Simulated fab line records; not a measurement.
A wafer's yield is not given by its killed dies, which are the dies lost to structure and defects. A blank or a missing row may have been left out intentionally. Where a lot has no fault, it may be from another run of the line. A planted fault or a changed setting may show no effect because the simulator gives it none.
A struck lot beside a sound one || flow rit_cmos || 18 out of 202 route steps
Sound: the wafers L514.1, L514.3, L514.5. The struck wafers were L528.2, L528.3, L528.6. The cause comes at the end.
Each step with rows lists, per side, the tool, then ch with its chambers, then its first start. Under that, the readings that differ: sound wafers || struck wafers || difference of the means || sigmas: that difference in standard deviations of wafers without a fault.
alike: readings whose means differ by less than 2 such deviations, and words and numbers that are the same on both sides. not compared: withheld readings, readings that some wafer has no value for, bounds like >300 that may hide the same value, and numbers for which the record gives no deviation and whose values overlap.
Wherever a step has rows on one side only, a row that says differs or no value, or a row with sigmas, the two part there. Numbers that don't overlap but have no deviation are shown without sigmas and don't part them. A reading that every wafer of one side lacks parts them only if that side has two wafers or more.

first, 1 step without rows for these wafers: RIT_PWELL_DEVELOP_05 (develop time 68 s).
RIT_PWELL_OVL_MEAS_06:
  sound: overlay-02 at day 2 20:02; struck: overlay-02 at day 5 19:29
  alike: PWELL_OVL
then, 2 steps without rows for these wafers: RIT_PWELL_HARDBAKE_07 (time 120 s); RIT_PWELL_IMPLANT_08.
RIT_PWELL_STRIP_09: strips in O2, time 180 s.
  sound on plasma_asher-04 ch 0,1, day 2 20:28; struck on plasma_asher-04 ch 0,1, day 5 19:55
  alike: drypump_motor_current_A
  not compared: rf_hours_counter_h
RIT_PWELL_TW_MEAS_10:
  sound: film_metro-04 at day 2 20:38; struck: film_metro-01 at day 5 20:06
{"reading": "PWELL_TW", "sound": "981 982 976", "struck": "952 949 945", "difference": -31, "sigmas": -3}
then, 1 step without rows for these wafers: RIT_WELLDRIVE_ANNEAL_00 (time 14700 s).
RIT_WELLDRIVE_RS_MEAS_01: a four-point-probe measurement.
  sound: film_metro-01 at day 3 01:59; struck: film_metro-03 at day 6 02:10
  alike: NWELL_RS
RIT_WELLDRIVE_RS_MEAS_02: a four-point-probe measurement.
  sound: film_metro-01 at day 3 02:06; struck: film_metro-03 at day 6 02:17
  alike: PWELL_RS
then, 3 steps without rows for these wafers: RIT_NRETRO_HMDS_00 (prime time 60 s); RIT_NRETRO_COAT_01 (resist thk 1300 nm); RIT_NRETRO_SOFTBAKE_02 (time 60 s).
RIT_NRETRO_EXPOSE_03: exposes mask M4, target cd 43900 nm.
  sound on iline_stepper-01 ch 0, day 3 02:48; struck on iline_stepper-01 ch 0, day 6 02:58
{"reading": "model.NRETRO.overlay_x_nm (nm)", "sound": "-0.5601 -0.5601 -0.5601", "struck": "-179.7 -179.7 -179.7", "difference": -179.1, "sigmas": ""}
  alike: mask
then, 2 steps without rows for these wafers: RIT_NRETRO_PEB_04; RIT_NRETRO_DEVELOP_05 (develop time 68 s).
RIT_NRETRO_OVL_MEAS_06:
  sound: overlay-01 at day 3 03:14; struck: overlay-02 at day 6 03:23
{"reading": "NRETRO_OVL (nm)", "sound": "0.0 -0.2 1.0", "struck": "-178.0 -181.9 -180.2", "difference": -180.3, "sigmas": "-99 or more"}
then, 1 step without rows for these wafers: RIT_NRETRO_HARDBAKE_07 (time 120 s).
RIT_M1_PROBE_99:
  sound: prober-01 at day 4 09:02; struck: prober-01 at day 7 06:43
{"reading": "model.etest.retro_edge_nmos.off_log10_a_um", "sound": "-9.837 -9.708 -10.1", "struck": "-8.831 -9.075 -8.915", "difference": "+0.941", "sigmas": ""}
{"reading": "model.etest.retro_edge_pmos.off_log10_a_um", "sound": "-10.4 -10.2 -10.5", "struck": "-9.191 -9.2 -9.306", "difference": "+1.134", "sigmas": ""}
  alike: killed_at_front_end, killed_dies, killed_open, killed_short

## WHERE THEY PART
Earliest at RIT_PWELL_TW_MEAS_10; latest, in this record, at RIT_NRETRO_OVL_MEAS_06. Later steps at which nothing parts them and some readings are alike: RIT_M1_PROBE_99.

WHY: what the simulator had put in
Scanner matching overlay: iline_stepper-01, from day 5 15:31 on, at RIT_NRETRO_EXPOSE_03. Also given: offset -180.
